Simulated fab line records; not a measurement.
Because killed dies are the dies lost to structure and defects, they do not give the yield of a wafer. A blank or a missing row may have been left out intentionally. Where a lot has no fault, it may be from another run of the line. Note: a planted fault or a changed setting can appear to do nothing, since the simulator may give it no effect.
fab line records	flow ritCmos
[record] lots = 6	wafers = 18	lastDay = 6
route steps=202 shown SPACER@127 NSD@131 PSD@142 SDANNEAL@153 PLDD@159 M1@202
lots that met no fault: taken from a fault-free run of the same line
startH: the number of hours between the record's first day and the start of the first shown wafer of the lot	waitH: time in hours since the lot's previous step	" the same as in the row above	L1.1+2: one row covering several wafers at once	- no value, or no start was given	* or withheld: withheld	< > ~ a bound
route shown NAME@n: names a module that has steps shown in the file, with the first one's number in the route	usual: mean/standard deviation of fault-free wafers	same: alike in all rows	chamber/n: place in a boat	sites: the reading at each site	_std_site: their standard deviation	_edge_site: outer sites' mean less inner sites'	radiusMm: how far each site lies from the wafer's centre	mask NAME#n: copy n	behind: the tool/chamber that last shaped the wafer	hold: the reason the lot was held/the length of the hold in hours/how it ended	device: the transistor (n, p or np) that didn't switch	end of line: the same wafers' tests at the end of the route	for a step that has no rows: nothing shown but its recipe	killed: not the wafer's yield, but the dies lost to structure and defects at the first sort	map: per-die view of a wafer (x killed, . not killed, _ where there is no die)
set.NAME: the setting the step ran with; set.NAME@STEP: the setting that earlier step ran with	model.NAME: the simulator's own value behind a step, which no gauge read
a table for each step, a row for each wafer; lots at some steps of the route
services: when a tool's chamber went out of use (startH, in hours from the record's first day, below 0 if earlier), for how many hours, and the reason
[[steps]]
[step RIT_SPACER_CLEAN_02]
[recipe] chemistry = SC2	mix = 3:3:50	timeS = 600	tempC = 75	dry = n2Spin
[step RIT_SPACER_CVD_03]
[recipe] material = Si3N4	targetThkNm = 250	tempC = 810	precursor = SiH2Cl2/NH3	timeS = 3300	pressureMtorr = 300	sih2cl2FlowSccm = 60	nh3FlowSccm = 150
[step RIT_SPACER_THK_MEAS_04]
[recipe] reads = Si3N4_of_SPACER_CVD_03
[usual] SPACER_NITRIDE_THK = 249.8/2.1
lot.wafer	tool	chamber	startH	waitH	SPACER_NITRIDE_THK[nm]
L652.1	filmMetro-01	-	49.34	0.0	249.7
L652.2	"	-	"	"	250.1
L652.4	"	-	"	"	249.8
L659.2	filmMetro-03	-	83.90	0.0	248.3
L659.5	"	-	"	"	249.9
L659.6	"	-	"	"	249.7
L664.1	filmMetro-03	-	112.91	0.0	245.8
L664.4	"	-	"	"	244.8
L664.6	"	-	"	"	248.9
L665.1	filmMetro-03	-	115.67	0.0	244.5
L665.4	"	-	"	"	248.0
L665.6	"	-	"	"	248.1
L666.4	filmMetro-01	-	117.15	0.0	248.7
L666.5	"	-	"	"	247.3
L666.6	"	-	"	"	248.9
L668.1	filmMetro-02	-	133.17	0.0	249.6
L668.3	"	-	"	"	250.5
L668.5	"	-	"	"	253.2
[step RIT_SPACER_ETCHBACK_05]
[recipe] targetDepthA = 2500	SF6_flow_sccm = 30	CHF3_flow_sccm = 30	target = Si3N4	chemistry = SF6/CHF3	pressureMtorr = 40	rfW = 250	timeS = 240	stopOn = SiO2
[usual] drypumpMotorCurrentA = 5.8/0.39	oesProductAu = 0.850/0.012	throttleValvePct = 10.23/0.092
lot.wafer	tool	chamber	startH	waitH	drypumpMotorCurrentA	oesProductAu	rfHoursCounterH	throttleValvePct
L652.1	rieDiel-02	1	49.40	0.1	5.6	0.868	97	10.15
L652.2	"	2	"	"	6.0	0.845	19	10.38
L652.4	"	0	"	"	5.5	0.865	91	10.32
L659.2	rieDiel-04	0	83.95	0.0	5.6	0.847	51	10.17
L659.5	"	2	"	"	6.2	0.848	-	10.27
L659.6	"	3	"	"	5.7	0.849	-	10.31
L664.1	rieDiel-02	3	112.97	0.1	6.3	0.841	38	10.26
L664.4	"	0	"	"	5.4	0.854	92	10.32
L664.6	"	1	"	"	5.6	0.871	-	10.13
L665.1	rieDiel-01	0	115.73	0.1	5.1	0.841	22	10.14
L665.4	"	1	"	"	6.2	0.832	98	10.16
L665.6	"	3	"	"	5.9	0.842	-	10.31
L666.4	rieDiel-02	1	117.18	0.0	5.6	0.866	99	10.15
L666.5	"	2	"	"	6.0	0.832	-	10.38
L666.6	"	1	"	"	5.6	0.872	-	10.14
L668.1	rieDiel-02	0	133.23	0.1	5.4	0.861	93	10.33
L668.3	"	3	"	"	6.3	0.857	38	10.26
L668.5	"	1	"	"	5.6	0.886	-	10.14
[step RIT_NSD_HMDS_00]
[recipe] primeTimeS = 60	primeTempC = 140
[step RIT_NSD_COAT_01]
[recipe] resist = NOVOLAK	spinRpm = 3227	resistThkNm = 1000
[step RIT_NSD_SOFTBAKE_02]
[recipe] resist = NOVOLAK	tempC = 90	timeS = 60
[step RIT_NSD_EXPOSE_03]
[recipe] maskId = M9	na = 0.57	targetCdNm = 40700	doseMj = 250
[step RIT_NSD_PEB_04]
[recipe] resist = NOVOLAK	tempC = withheld	timeS = withheld
[step RIT_NSD_DEVELOP_05]
[recipe] resist = NOVOLAK	developTimeS = 50	devTempC = 23
[step RIT_NSD_OVL_MEAS_06]
[usual] NSD_OVL = 0.6/1.4
lot.wafer	tool	chamber	startH	waitH	NSD_OVL[nm]
L652.1	overlay-01	-	50.40	-	-1.6
L652.2	"	-	"	"	-0.7
L652.4	"	-	"	"	-1.0
L659.2	overlay-02	-	85.08	-	1.1
L659.5	"	-	"	"	0.1
L659.6	"	-	"	"	-0.1
L664.1	overlay-01	-	114.09	-	0.3
L664.4	"	-	"	"	-1.5
L664.6	"	-	"	"	0.2
L665.1	overlay-02	-	116.73	-	1.5
L665.4	"	-	"	"	1.1
L665.6	"	-	"	"	1.1
L666.4	overlay-01	-	118.45	-	0.1
L666.5	"	-	"	"	0.8
L666.6	"	-	"	"	-1.4
L668.1	overlay-01	-	134.23	-	0.9
L668.3	"	-	"	"	1.2
L668.5	"	-	"	"	0.8
[step RIT_NSD_HARDBAKE_07]
[recipe] resist = NOVOLAK	tempC = 140	timeS = 60
[step RIT_NSD_IMPLANT_08]
[recipe] species = P	energyKev = 25	doseCm2 = 1e+15	tiltDeg = 7
[usual] doseIonsCm2 = 9.998e+14/1.1e+12	endStationPressureTorr = 7.5e-06/3.6e-07	faradayCurrentUA = 3134/61
[same] implantIonAmu = 31
lot.wafer	tool	chamber	startH	waitH	doseIonsCm2	endStationPressureTorr	faradayCurrentUA
L652.1	implanter-04	0	50.59	0.1	9.991e+14	7.3e-06	3195
L652.2	"	0	"	"	1.001e+15	7.7e-06	3208
L652.4	"	0	"	"	9.995e+14	7.6e-06	3128
L659.2	implanter-04	0	85.29	0.1	9.982e+14	7.7e-06	3180
L659.5	"	0	"	"	9.997e+14	7.4e-06	3040
L659.6	"	0	"	"	1.0007e+15	7.2e-06	3139
L664.1	implanter-04	0	114.28	0.1	6.719e+14	6.5e-06	2161
L664.4	"	0	"	"	6.705e+14	6.4e-06	2133
L664.6	"	0	"	"	6.718e+14	6.4e-06	2200
L665.1	implanter-04	0	116.91	0.1	6.717e+14	6.8e-06	2130
L665.4	"	0	"	"	6.711e+14	6.5e-06	2144
L665.6	"	0	"	"	6.7e+14	6.9e-06	2070
L666.4	implanter-01	0	118.69	0.1	9.993e+14	7.1e-06	3161
L666.5	"	0	"	"	1.0006e+15	6.8e-06	3133
L666.6	"	0	"	"	1.0018e+15	8.2e-06	3068
L668.1	implanter-01	0	134.42	0.1	9.989e+14	7.5e-06	3010
L668.3	"	0	"	"	1.0014e+15	7.3e-06	3247
L668.5	"	0	"	"	1.0006e+15	7.3e-06	3082
[step RIT_NSD_STRIP_09]
[recipe] chemistry = O2	timeS = 180	resist = NOVOLAK	platenTempC = withheld	powerW = 500	pressureMtorr = 4000	o2FlowSccm = 4000
[usual] drypumpMotorCurrentA = 5.8/0.34
lot.wafer	tool	chamber	startH	waitH	drypumpMotorCurrentA	rfHoursCounterH
L652.1	plasmaAsher-03	1	50.74	0.1	4.8	23
L652.2	"	0	"	"	6.4	23
L652.4	"	1	"	"	4.9	-
L659.2	plasmaAsher-02	1	85.41	0.1	5.8	43
L659.5	"	0	"	"	5.7	-
L659.6	"	1	"	"	5.8	-
L664.1	plasmaAsher-04	1	114.43	0.1	5.7	51
L664.4	"	1	"	"	5.7	-
L664.6	"	1	"	"	5.7	-
L665.1	plasmaAsher-04	1	117.06	0.1	5.8	52
L665.4	"	0	"	"	6.0	-
L665.6	"	0	"	"	6.0	-
L666.4	plasmaAsher-04	0	118.83	0.1	6.0	-
L666.5	"	1	"	"	5.8	-
L666.6	"	0	"	"	6.0	-
L668.1	plasmaAsher-04	1	134.57	0.1	5.7	54
L668.3	"	0	"	"	6.0	-
L668.5	"	1	"	"	5.7	-
[step RIT_NSD_TW_MEAS_10]
[usual] NSD_TW = 3173/18
lot.wafer	tool	chamber	startH	waitH	NSD_TW
L652.1	filmMetro-02	-	50.91	0.1	3160
L652.2	"	-	"	"	3158
L652.4	"	-	"	"	3159
L659.2	filmMetro-03	-	85.60	0.1	3150
L659.5	"	-	"	"	3141
L659.6	"	-	"	"	3168
L664.1	filmMetro-02	-	114.60	0.1	2900
L664.4	"	-	"	"	2882
L664.6	"	-	"	"	2895
L665.1	filmMetro-03	-	117.24	0.1	2900
L665.4	"	-	"	"	2908
L665.6	"	-	"	"	2886
L666.4	filmMetro-04	-	118.97	0.1	3204
L666.5	"	-	"	"	3194
L666.6	"	-	"	"	3173
L668.1	filmMetro-02	-	134.74	0.1	3191
L668.3	"	-	"	"	3185
L668.5	"	-	"	"	3187
[step RIT_PSD_HMDS_00]
[recipe] primeTimeS = 60	primeTempC = 140
[step RIT_PSD_COAT_01]
[recipe] resist = NOVOLAK	spinRpm = 3250	resistThkNm = 1000
[step RIT_PSD_SOFTBAKE_02]
[recipe] resist = NOVOLAK	tempC = 88.81	timeS = 60
[step RIT_PSD_EXPOSE_03]
[recipe] maskId = M10	na = 0.57	targetCdNm = 40900	doseMj = 250
[step RIT_PSD_PEB_04]
[recipe] resist = NOVOLAK	tempC = withheld	timeS = withheld
[step RIT_PSD_DEVELOP_05]
[recipe] resist = NOVOLAK	developTimeS = 50	devTempC = 23
[step RIT_PSD_OVL_MEAS_06]
[usual] PSD_OVL = -0.1/1.3
lot.wafer	tool	chamber	startH	waitH	PSD_OVL[nm]
L652.1	overlay-01	-	51.85	-	-1.6
L652.2	"	-	"	"	0.0
L652.4	"	-	"	"	-0.4
L659.2	overlay-01	-	86.50	-	1.2
L659.5	"	-	"	"	0.6
L659.6	"	-	"	"	0.6
L664.1	overlay-01	-	115.51	-	0.9
L664.4	"	-	"	"	-0.3
L664.6	"	-	"	"	1.3
L665.1	overlay-02	-	118.15	-	-1.5
L665.4	"	-	"	"	0.2
L665.6	"	-	"	"	1.3
L666.4	overlay-02	-	119.87	-	0.8
L666.5	"	-	"	"	-2.9
L666.6	"	-	"	"	-1.8
L668.1	overlay-01	-	135.80	-	0.8
L668.3	"	-	"	"	1.9
L668.5	"	-	"	"	0.0
[step RIT_PSD_HARDBAKE_07]
[recipe] resist = NOVOLAK	tempC = 140	timeS = 60
[step RIT_PSD_IMPLANT_08]
[recipe] species = BF2	energyKev = 27	doseCm2 = 5e+15	tiltDeg = 7
[step RIT_PSD_STRIP_09]
[recipe] chemistry = O2	timeS = 180	resist = NOVOLAK	platenTempC = withheld	powerW = 500	pressureMtorr = 4000	o2FlowSccm = 4000
[usual] drypumpMotorCurrentA = 5.8/0.57
lot.wafer	tool	chamber	startH	waitH	drypumpMotorCurrentA	rfHoursCounterH
L652.1	plasmaAsher-03	0	52.19	0.1	6.4	23
L652.2	"	1	"	"	4.8	23
L652.4	"	1	"	"	4.8	-
L659.2	plasmaAsher-02	1	86.83	0.1	5.7	43
L659.5	"	0	"	"	5.7	-
L659.6	"	1	"	"	5.7	-
L664.1	plasmaAsher-01	0	115.85	0.1	5.2	50
L664.4	"	1	"	"	6.5	-
L664.6	"	0	"	"	5.2	-
L665.1	plasmaAsher-01	0	118.48	0.1	5.2	51
L665.4	"	0	"	"	5.2	-
L665.6	"	1	"	"	6.5	-
L666.4	plasmaAsher-01	1	120.25	0.1	6.5	-
L666.5	"	1	"	"	6.5	-
L666.6	"	0	"	"	5.2	-
L668.1	plasmaAsher-02	0	136.14	0.1	5.7	2
L668.3	"	0	"	"	5.7	-
L668.5	"	0	"	"	5.7	-
[step RIT_PSD_TW_MEAS_10]
[usual] PSD_TW = 3484/19
lot.wafer	tool	chamber	startH	waitH	PSD_TW
L652.1	filmMetro-04	-	52.36	0.1	3493
L652.2	"	-	"	"	3463
L652.4	"	-	"	"	3476
L659.2	filmMetro-04	-	87.02	0.1	3510
L659.5	"	-	"	"	3491
L659.6	"	-	"	"	3519
L664.1	filmMetro-03	-	116.02	0.1	3465
L664.4	"	-	"	"	3484
L664.6	"	-	"	"	3461
L665.1	filmMetro-03	-	118.66	0.1	3460
L665.4	"	-	"	"	3468
L665.6	"	-	"	"	3475
L666.4	filmMetro-02	-	120.39	0.1	3509
L666.5	"	-	"	"	3506
L666.6	"	-	"	"	3494
L668.1	filmMetro-04	-	136.31	0.1	3508
L668.3	"	-	"	"	3504
L668.5	"	-	"	"	3517
[step RIT_SDANNEAL_CLEAN_00]
[recipe] chemistry = SC1	mix = 3:3:50	timeS = 600	tempC = 75
[step RIT_SDANNEAL_CLEAN_01]
[recipe] chemistry = dHF	dilution = 50:1	timeS = 30
[step RIT_SDANNEAL_CLEAN_02]
[recipe] chemistry = SC2	mix = 3:3:50	timeS = 600	tempC = 75	dry = n2Spin
[step RIT_SDANNEAL_RTA_03]
[recipe] tempC = 1050	timeS = 5	idleTempC = 600	rampUpCPerS = 342	rampDownCPerS = 171	coolToC = 600	ambient = N2
[usual] wafer_temp_C_max = 1053.5/1.1
lot.wafer	tool	chamber	startH	waitH	wafer_temp_C_max
L652.1	rtpAnneal-02	0	52.79	0.0	1053.0
L652.2	"	0	"	"	1053.1
L652.4	"	0	"	"	1053.1
L659.2	rtpAnneal-01	0	87.46	0.0	1053.2
L659.5	"	0	"	"	1053.2
L659.6	"	0	"	"	1056.9
L664.1	rtpAnneal-02	0	116.45	0.0	1053.8
L664.4	"	0	"	"	1054.6
L664.6	"	0	"	"	1053.4
L665.1	rtpAnneal-01	0	119.10	0.0	1053.6
L665.4	"	0	"	"	1055.1
L665.6	"	0	"	"	1055.4
L666.4	rtpAnneal-02	0	120.82	0.0	1054.7
L666.5	"	0	"	"	1052.6
L666.6	"	0	"	"	1053.2
L668.1	rtpAnneal-02	0	136.74	0.0	1051.9
L668.3	"	0	"	"	1053.5
L668.5	"	0	"	"	1052.8
[step RIT_SDANNEAL_RS_MEAS_04]
[recipe] thkMeasGauge = four-point-probe
[usual] PSD_RS = 116.1/0.33
lot.wafer	tool	chamber	startH	waitH	PSD_RS[ohm/sq]
L652.1	filmMetro-03	-	52.85	0.0	115.8
L652.2	"	-	"	"	116.0
L652.4	"	-	"	"	116.2
L659.2	filmMetro-04	-	87.53	0.1	116.4
L659.5	"	-	"	"	116.6
L659.6	"	-	"	"	116.3
L664.1	filmMetro-02	-	116.51	0.0	116.3
L664.4	"	-	"	"	116.2
L664.6	"	-	"	"	115.7
L665.1	filmMetro-03	-	119.16	0.0	115.8
L665.4	"	-	"	"	115.7
L665.6	"	-	"	"	115.8
L666.4	filmMetro-03	-	120.91	0.1	115.9
L666.5	"	-	"	"	116.1
L666.6	"	-	"	"	115.9
L668.1	filmMetro-02	-	136.80	0.0	115.7
L668.3	"	-	"	"	116.0
L668.5	"	-	"	"	116.1
[step RIT_SDANNEAL_RS_MEAS_05]
[recipe] thkMeasGauge = four-point-probe
[usual] NSD_RS = 84.71/0.27
lot.wafer	tool	chamber	startH	waitH	NSD_RS[ohm/sq]
L652.1	filmMetro-03	-	52.97	0.1	84.26
L652.2	"	-	"	"	84.19
L652.4	"	-	"	"	84.58
L659.2	filmMetro-04	-	87.65	0.1	84.73
L659.5	"	-	"	"	84.78
L659.6	"	-	"	"	84.73
L664.1	filmMetro-02	-	116.63	0.1	116.39
L664.4	"	-	"	"	116.70
L664.6	"	-	"	"	116.51
L665.1	filmMetro-03	-	119.28	0.1	116.79
L665.4	"	-	"	"	117.00
L665.6	"	-	"	"	116.52
L666.4	filmMetro-03	-	121.03	0.1	84.34
L666.5	"	-	"	"	84.54
L666.6	"	-	"	"	84.50
L668.1	filmMetro-02	-	136.92	0.1	84.64
L668.3	"	-	"	"	84.74
L668.5	"	-	"	"	84.63
[step RIT_SDANNEAL_RS_MEAS_06]
[recipe] thkMeasGauge = four-point-probe
[usual] PLDD_RS = 178.8/0.45
lot.wafer	tool	chamber	startH	waitH	PLDD_RS[ohm/sq]
L652.1	filmMetro-03	-	53.09	0.1	178.5
L652.2	"	-	"	"	178.5
L652.4	"	-	"	"	178.7
L659.2	filmMetro-04	-	87.77	0.1	178.8
L659.5	"	-	"	"	179.7
L659.6	"	-	"	"	179.7
L664.1	filmMetro-02	-	116.75	0.1	178.5
L664.4	"	-	"	"	178.5
L664.6	"	-	"	"	178.4
L665.1	filmMetro-03	-	119.40	0.1	178.7
L665.4	"	-	"	"	179.1
L665.6	"	-	"	"	178.6
L666.4	filmMetro-03	-	121.15	0.1	178.7
L666.5	"	-	"	"	178.2
L666.6	"	-	"	"	178.8
L668.1	filmMetro-02	-	137.04	0.1	178.6
L668.3	"	-	"	"	179.2
L668.5	"	-	"	"	179.4
[step RIT_M1_PROBE_99]
[usual] killedAtFrontEnd = 7/3.3	killedDies = 7/3.3	killedOpen = 3.3/1.9	killedShort = 3.6/2.1
[same] grossDies = 264	killed_at_M0_to_M3 = 0	killed_at_M4_up = 0	killedAtBackSide = 0	killedAtContacts = 0	killedAtOther = 0
lot.wafer	tool	chamber	startH	waitH	killedAtFrontEnd	killedDies	killedOpen	killedShort	model.etest.nmos_0p3.rOnOhmUm	model.etest.nmos_0p15.rOnOhmUm	model.etest.contactNplus.endOhmUm	model.etest.nmos_0p15.driveUaUm	model.etest.nmosNarrow.driveUaUm	model.etest.nmos_0p3.driveUaUm	model.etest.nmos_0p15.toxInvNm	model.etest.nmos_0p15.junctionLog10AUm
L652.1	prober-01	-	60.11	0.1	8	8	6	2	2120	1114	41.78	490	229.9	232.3	4.396	-13.44
L652.2	prober-01	-	60.16	0.1	15	15	8	7	2099	1097	40.77	496.5	232.7	237	4.404	-13.42
L652.4	prober-01	-	60.26	0.2	13	13	9	4	2061	1088	40.25	494.5	236.6	241	4.391	-13.49
L659.2	prober-02	-	95.00	0.1	11	11	5	6	2132	1122	38.81	466.1	227.8	231.1	4.417	-13.18
L659.5	prober-02	-	95.15	0.2	7	7	2	5	2145	1158	40.03	454.2	222.3	226.1	4.454	-13.54
L659.6	prober-02	-	95.20	0.2	5	5	3	2	2128	1121	39.44	473	224.8	232.3	4.418	-13.53
L664.1	prober-01	-	124.04	0.1	9	9	5	4	2362	1280	78.04	449.4	207.8	212.4	4.761	-13.12
L664.4	prober-01	-	124.19	0.2	11	11	5	6	2348	1265	73.95	445.2	201.1	210.5	4.797	-13.17
L664.6	prober-01	-	124.29	0.2	4	4	3	1	2341	1287	78.17	447	203.8	212.7	4.77	-13.16
L665.1	prober-02	-	126.52	0.1	10	10	6	4	2278	1203	74.98	446.8	211	212.5	4.861	-13.14
L665.4	prober-02	-	126.67	0.2	9	9	3	6	2309	1273	78.53	441.3	213	214.6	4.713	-13.19
L665.6	prober-02	-	126.77	0.2	8	8	4	4	2308	1235	77	451.5	212.8	213.9	4.743	-13.11
L666.4	prober-01	-	128.55	0.2	7	7	5	2	2139	1118	41.22	476.3	226.9	225.1	4.435	-13.34
L666.5	prober-01	-	128.60	0.2	9	9	3	6	2158	1126	42.21	466.5	221.2	222.3	4.505	-13.53
L666.6	prober-01	-	128.65	0.2	8	8	4	4	2165	1148	42.17	473.9	222.7	226.4	4.394	-13.39
L668.1	prober-01	-	144.35	0.1	4	4	2	2	2124	1055	42.43	514.1	227.6	229.9	4.449	-13.59
L668.3	prober-01	-	144.45	0.2	7	7	4	3	2092	1081	40.04	513.2	230.1	233.2	4.394	-13.34
L668.5	prober-01	-	144.55	0.2	7	7	2	5	2121	1094	41.54	503.3	230	233.9	4.36	-13.48
// killed by level:class
L652.1 GATE:geometricParticle:open=5 GATE:geometricParticle:short=1 REOX:geometricParticle:open=1 REOX:geometricParticle:short=1
L652.2 GATE:geometricParticle:open=4 GATE:geometricParticle:short=4 FOX1:geometricParticle:short=3 SPACER:geometricParticle:open=2 FOX2:geometricParticle:open=1 REOX:geometricParticle:open=1
L652.4 GATE:geometricParticle:open=7 GATE:geometricParticle:short=2 FOX2:geometricParticle:open=1 FOX2:geometricParticle:short=1 REOX:geometricParticle:open=1 REOX:geometricParticle:short=1
L659.2 GATE:geometricParticle:short=4 GATE:geometricParticle:open=3 FOX2:geometricParticle:open=1 SPACER:geometricParticle:short=1 SILICIDE:geometricParticle:short=1 SILICIDE:geometricParticle:open=1
L659.5 GATE:geometricParticle:short=3 GATE:geometricParticle:open=2 FOX2:geometricParticle:short=1 SILICIDE:geometricParticle:short=1
L659.6 GATE:geometricParticle:short=2 FOX1:geometricParticle:open=1 FOX2:geometricParticle:open=1 SILICIDE:geometricParticle:open=1
L664.1 FOX2:geometricParticle:open=2 GATE:geometricParticle:short=2 GATE:geometricParticle:open=2 SPACER:geometricParticle:short=2 SPACER:geometricParticle:open=1
L664.4 FOX1:geometricParticle:open=2 GATE:geometricParticle:short=2 SILICIDE:geometricParticle:short=2 FOX1:geometricParticle:short=1 FOX2:geometricParticle:short=1 FOX2:geometricParticle:open=1 GATE:geometricParticle:open=1 REOX:geometricParticle:open=1
L664.6 FOX1:geometricParticle:open=2 FOX1:geometricParticle:short=1 SPACER:geometricParticle:open=1
L665.1 GATE:geometricParticle:open=3 GATE:geometricParticle:short=3 FOX1:geometricParticle:open=2 FOX1:geometricParticle:short=1 SILICIDE:geometricParticle:open=1
L665.4 FOX1:geometricParticle:short=3 FOX1:geometricParticle:open=2 FOX2:geometricParticle:short=1 GATE:geometricParticle:short=1 SPACER:geometricParticle:short=1 SILICIDE:geometricParticle:open=1
L665.6 GATE:geometricParticle:open=3 REOX:geometricParticle:short=3 REOX:geometricParticle:open=1 SILICIDE:geometricParticle:short=1
L666.4 FOX1:geometricParticle:open=3 FOX2:geometricParticle:short=1 GATE:geometricParticle:open=1 REOX:geometricParticle:open=1 SPACER:geometricParticle:short=1
L666.5 FOX1:geometricParticle:short=2 GATE:geometricParticle:short=2 GATE:geometricParticle:open=2 FOX1:geometricParticle:open=1 REOX:geometricParticle:short=1 SPACER:geometricParticle:short=1
L666.6 FOX1:geometricParticle:open=2 FOX1:geometricParticle:short=1 FOX2:geometricParticle:short=1 GATE:geometricParticle:short=1 GATE:geometricParticle:open=1 SPACER:geometricParticle:open=1 SPACER:geometricParticle:short=1
L668.1 GATE:geometricParticle:short=2 FOX1:geometricParticle:open=1 GATE:geometricParticle:open=1
L668.3 GATE:geometricParticle:open=2 SPACER:geometricParticle:open=2 GATE:geometricParticle:short=1 REOX:geometricParticle:short=1 SPACER:geometricParticle:short=1
L668.5 GATE:geometricParticle:short=3 SPACER:geometricParticle:open=2 FOX2:geometricParticle:short=1 SILICIDE:geometricParticle:short=1
[[services]]
tool	chamber	startH	hours	kind
plasmaAsher-04	-	32.25	2.2	repair
implanter-04	-	38.37	0.7	repair
plasmaAsher-03	-	41.25	0.8	repair
rieDiel-01	0	43.39	5.3	repair
rieDiel-01	1	43.80	5.5	repair
rieDiel-01	3	47.80	8.6	repair
rieDiel-04	2	54.72	5.8	repair
rieDiel-02	3	67.37	15.7	repair
rieDiel-01	1	68.45	7.7	repair
rtpAnneal-01	-	68.49	3.4	pm
plasmaAsher-03	-	99.91	28.1	pm
rieDiel-01	2	102.47	12.0	repair
plasmaAsher-02	-	108.75	9.0	pm
plasmaAsher-02	0	108.75	9.0	ventCycle
plasmaAsher-02	1	108.75	9.0	ventCycle
plasmaAsher-02	0	117.75	-	clean
plasmaAsher-02	1	117.75	-	clean
rieDiel-04	-	126.30	2.6	repair
plasmaAsher-01	-	129.07	1.5	repair
implanter-04	-	131.21	5.2	repair
plasmaAsher-03	-	136.23	5.4	repair
[[key]]
[firstSign] step = RIT_NSD_IMPLANT_08	reading = doseIonsCm2	direction = down	sigmas = 99+	usual = 9.998e+14	struck = 6.712e+14
[effect] step = RIT_NSD_IMPLANT_08	reading = faradayCurrentUA	direction = down	sigmas = 16	usual = 3134	struck = 2140
[effect] step = RIT_NSD_TW_MEAS_10	reading = NSD_TW	direction = down	sigmas = 16	usual = 3173	struck = 2895
[effect] step = RIT_SDANNEAL_RS_MEAS_05	reading = NSD_RS	direction = up	sigmas = 99+	usual = 84.71	struck = 116.65
[modelEffect] step = RIT_M1_PROBE_99	value = etest.nmos_0p3.rOnOhmUm	without = 2133	struck = 2324
metAt RIT_NSD_IMPLANT_08
struckWafers L664.1,L664.4,L664.6,L665.1,L665.4,L665.6
testerLeftOut L664,L665
onsetBetween 85.29 114.28
[fault] kind = processParameterDrift	tool = implanter-04	chamber = -	onsetH = 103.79	steps = RIT_NSD_IMPLANT_08	channel = doseCm2	offset = -3.2868e+14	shape = step	endH = 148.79	actsIn = theseRecipesOnly	stated = 1e+15
// testerLeftOut: of these lots the tester's yield and bins aren't shown, on N5 and GAA mostly nor the transistor test; their killed dies are dies lost to structure and defects alone, not to doping, threshold or leakage, so they don't give the yield
